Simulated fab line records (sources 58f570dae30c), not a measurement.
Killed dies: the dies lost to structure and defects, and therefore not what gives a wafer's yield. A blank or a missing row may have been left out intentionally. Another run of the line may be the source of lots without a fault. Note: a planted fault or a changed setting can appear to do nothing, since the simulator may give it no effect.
Check for tools in common + flow berkeley-cmos170 + Lots sampled 14, wafers sampled 42

== WHY THIS WAS OPENED ==
At UCB170_PSD_CD_MEAS_06 the reading cd-nm is flagged on 2 of 14 lots. Wafers without a fault read 1200.2 nm, standard deviation 1.5.
Rule: a lot gets a flag if all its wafers with a number sit over 4 standard deviations from that mean, or if no wafer of it has a number. All remaining lots are regarded as sound.

| lot  | measured     | on        | cd-nm (nm), wafer by wafer | flag    |
|------|--------------|-----------|----------------------------|---------|
| L241 | day 6 22:34  | cd-sem-02 | 1197.4 1198.4 1197.0       |         |
| L240 | day 6 22:49  | cd-sem-01 | 1198.2 1198.7 1198.8       |         |
| L244 | day 7 19:40  | cd-sem-01 | 1199.8 1197.8 1197.4       |         |
| L248 | day 8 07:18  | cd-sem-01 | 1202.9 1199.9 1202.1       |         |
| L247 | day 8 07:34  | cd-sem-01 | 1198.5 1199.3 1198.5       |         |
| L249 | day 8 22:40  | cd-sem-01 | 1202.5 1201.9 1201.7       |         |
| L252 | day 8 22:55  | cd-sem-02 | 1198.9 1198.9 1198.6       |         |
| L251 | day 8 23:16  | cd-sem-02 | 1200.1 1199.3 1201.8       |         |
| L256 | day 9 23:40  | cd-sem-01 | 1199.2 1200.7 1201.2       |         |
| L255 | day 10 00:02 | cd-sem-02 | 1198.4 1198.2 1199.3       |         |
| L259 | day 10 20:41 | cd-sem-02 | 1179.2 1179.1 1178.1       | FLAGGED |
| L260 | day 10 20:58 | cd-sem-02 | 1177.3 1177.4 1177.2       | FLAGGED |
| L262 | day 11 07:35 | cd-sem-01 | 1201.5 1202.7 1204.2       |         |
| L261 | day 11 07:50 | cd-sem-01 | 1197.6 1197.9 1198.5       |         |
The mean of the flagged lots' numbers is 1178.0 nm, -22.2 nm from the usual (-15 standard deviations).

== TOOL THAT RAN EACH LOT ==
The record holds 2 process steps before the reading, out of a route of 331 steps. In each cell: the tool, then ch and the chambers that the sampled wafers went through, then the start.
| lot  | flag    | UCB170_ZERO_ETCH_06               | UCB170_PSD_PEB_04                 |
|------|---------|-----------------------------------|-----------------------------------|
| L241 |         | rie-diel-02 ch 0,1,3, day 2 05:51 | litho-track-02 ch 0, day 6 22:19  |
| L240 |         | rie-diel-04 ch 0,1, day 1 22:50   | litho-track-02 ch 0, day 6 22:32  |
| L244 |         | rie-diel-04 ch 1,2, day 2 19:45   | litho-track-04 ch 0, day 7 19:23  |
| L248 |         | rie-diel-04 ch 1,2, day 3 17:47   | litho-track-02 ch 0, day 8 07:02  |
| L247 |         | rie-diel-04 ch 0,2,3, day 3 12:47 | litho-track-01 ch 0, day 8 07:17  |
| L249 |         | rie-diel-02 ch 1,2,3, day 4 00:34 | litho-track-01 ch 0, day 8 22:23  |
| L252 |         | rie-diel-04 ch 1,2,3, day 4 11:25 | litho-track-04 ch 0, day 8 22:39  |
| L251 |         | rie-diel-02 ch 0,2, day 4 11:13   | litho-track-01 ch 0, day 8 22:59  |
| L256 |         | rie-diel-04 ch 1,2, day 5 08:44   | litho-track-02 ch 0, day 9 23:25  |
| L255 |         | rie-diel-04 ch 0,1,3, day 5 03:26 | litho-track-04 ch 0, day 9 23:46  |
| L259 | FLAGGED | rie-diel-03 ch 0,2, day 6 03:17   | litho-track-04 ch 0, day 10 20:25 |
| L260 | FLAGGED | rie-diel-02 ch 1,2,3, day 6 06:46 | litho-track-04 ch 0, day 10 20:43 |
| L262 |         | rie-diel-02 ch 1,2, day 6 15:07   | litho-track-01 ch 0, day 11 07:19 |
| L261 |         | rie-diel-04 ch 0,1, day 6 10:57   | litho-track-01 ch 0, day 11 07:34 |
These steps, and what they do:
- UCB170_ZERO_ETCH_06: etches SiO2 in CHF3/CF4/Ar, time 12 s.
- UCB170_PSD_PEB_04
- UCB170_PSD_CD_MEAS_06: target cd 1200 nm.

== FLAGGED AGAINST TOTAL, ONE TOOL AT A TIME (gauges that did the reading follow at the end) ==
| step                  | tool           | lots run | flagged | share of the flagged lots | sound lots run after its first flagged lot |
|-----------------------|----------------|----------|---------|---------------------------|--------------------------------------------|
| UCB170_ZERO_ETCH_06   | rie-diel-02    | 5        | 1       | some                      | 1 (L262)                                   |
| UCB170_ZERO_ETCH_06   | rie-diel-03    | 1        | 1       | some                      | 0                                          |
| UCB170_ZERO_ETCH_06   | rie-diel-04    | 8        | 0       | none                      | -                                          |
| UCB170_PSD_PEB_04     | litho-track-01 | 5        | 0       | none                      | -                                          |
| UCB170_PSD_PEB_04     | litho-track-02 | 4        | 0       | none                      | -                                          |
| UCB170_PSD_PEB_04     | litho-track-04 | 5        | 2       | all                       | 0                                          |
| UCB170_PSD_CD_MEAS_06 | cd-sem-01      | 8        | 0       | none                      | -                                          |
| UCB170_PSD_CD_MEAS_06 | cd-sem-02      | 6        | 2       | all                       | 0                                          |

== WHAT THE TABLE PERMITS ==
litho-track-04 at UCB170_PSD_PEB_04 and cd-sem-02 at UCB170_PSD_CD_MEAS_06 are the 2 rows of the table that ran each flagged lot.
- litho-track-04 at UCB170_PSD_PEB_04: 2 of its 5 lots flagged. Its last sound lot is L255 (day 9 23:46), its first flagged lot L259 (day 10 20:25): a fault that began between those two fits. Its own readings (heater-power-total-W, plate-temp-C) fall more than 4 standard deviations out on all wafers of the flagged lots.
- cd-sem-02 at UCB170_PSD_CD_MEAS_06: 2 of its 6 lots flagged. Its last sound lot is L255 (day 10 00:02), its first flagged lot L259 (day 10 20:41): a fault that began between those two fits.
Because each of these 2 tools fits a fault that began at some hour, counting lots does not separate them. More lots, or a look at what each step does to the wafer, might.

== WHAT HAD BEEN PUT IN BY THE SIMULATOR ==
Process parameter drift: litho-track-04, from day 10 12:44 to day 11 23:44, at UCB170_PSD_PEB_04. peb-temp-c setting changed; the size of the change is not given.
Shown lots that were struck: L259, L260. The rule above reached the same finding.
